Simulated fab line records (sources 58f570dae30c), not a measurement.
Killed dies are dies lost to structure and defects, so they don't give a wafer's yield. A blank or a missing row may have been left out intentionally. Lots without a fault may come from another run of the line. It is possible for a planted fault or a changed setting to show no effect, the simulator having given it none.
Matching of chambers -- flow berkeley-cmos170 -- 4 sister chambers for UCB170_GATE_ETCH_15 on rie-si-02
The step etches poly-Si in HBr/Cl2, stops on SiO2, time 56.3 s, target depth 278.2 nm. 14 wafers are shown with their chamber, then 7 later ones without.

== WAFERS WITH THEIR CHAMBER ==
wafer,chamber,throttle-valve-pct (%),HBr_flow_sccm (sccm),oes-product-au (a.u.)
L478.1,0,26.47,150.2,0.818
L478.2,2,26.06,150.5,0.821
L478.4,1,26.46,149.1,0.830
L480.1,3,26.38,149.6,0.837
L480.3,0,26.46,149.9,0.828
L480.6,1,26.48,149.9,0.814
L482.1,0,26.48,149.4,0.817
L482.3,3,26.38,150.4,0.826
L482.5,1,26.45,149.8,0.809
L484.2,1,26.46,149.8,0.825
L484.5,1,26.47,149.3,0.833
L484.6,0,26.47,149.9,0.829
L490.2,3,26.37,150.7,0.840
L490.4,3,26.37,149.5,0.840

SIGNATURES (averages over the wafers above)
reading,chamber 0,chamber 1,chamber 2,chamber 3,scatter within a chamber
throttle-valve-pct,26.4700,26.4640,26.0600,26.3750,0.00906
HBr_flow_sccm,149.850,149.580,150.500,150.050,0.435
oes-product-au,0.82300,0.82220,0.82100,0.83575,0.00826
Rule: a wafer lies at a distance from a chamber equal to the root of the sum of squares, over the readings, of (its reading less the chamber's mean, divided by the reading's scatter). The wafer belongs to the nearest chamber; if the next one is less than 2 further off, it can't be placed. How the scatter is found: for the shown wafers, subtract from each reading the mean of its chamber, square and add these, divide the total by (wafers less chambers), then take the root.

== WAFERS WITH NO CHAMBER GIVEN ==
wafer,throttle-valve-pct (%),HBr_flow_sccm (sccm),oes-product-au (a.u.)
L490.6,26.03,150.9,0.818
L500.1,26.38,149.9,0.831
L500.2,26.05,150.0,0.821
L500.4,26.48,150.3,0.825
L496.1,26.49,150.4,0.832
L496.5,26.39,150.5,0.846
L496.6,26.49,150.4,0.831

== CHAMBER TAKEN BY EACH ==
wafer,from the rows above,in truth
L490.6,2,2
L500.1,3,3
L500.2,2,2
L500.4,can't be placed: 0 or 1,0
L496.1,can't be placed: 0 or 1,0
L496.5,3,3
L496.6,can't be placed: 0 or 1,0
Correct placement for 4 of the 7. Not placeable from these rows: 3 (in 3, the candidates include the true chamber). Placed wrongly: 0.
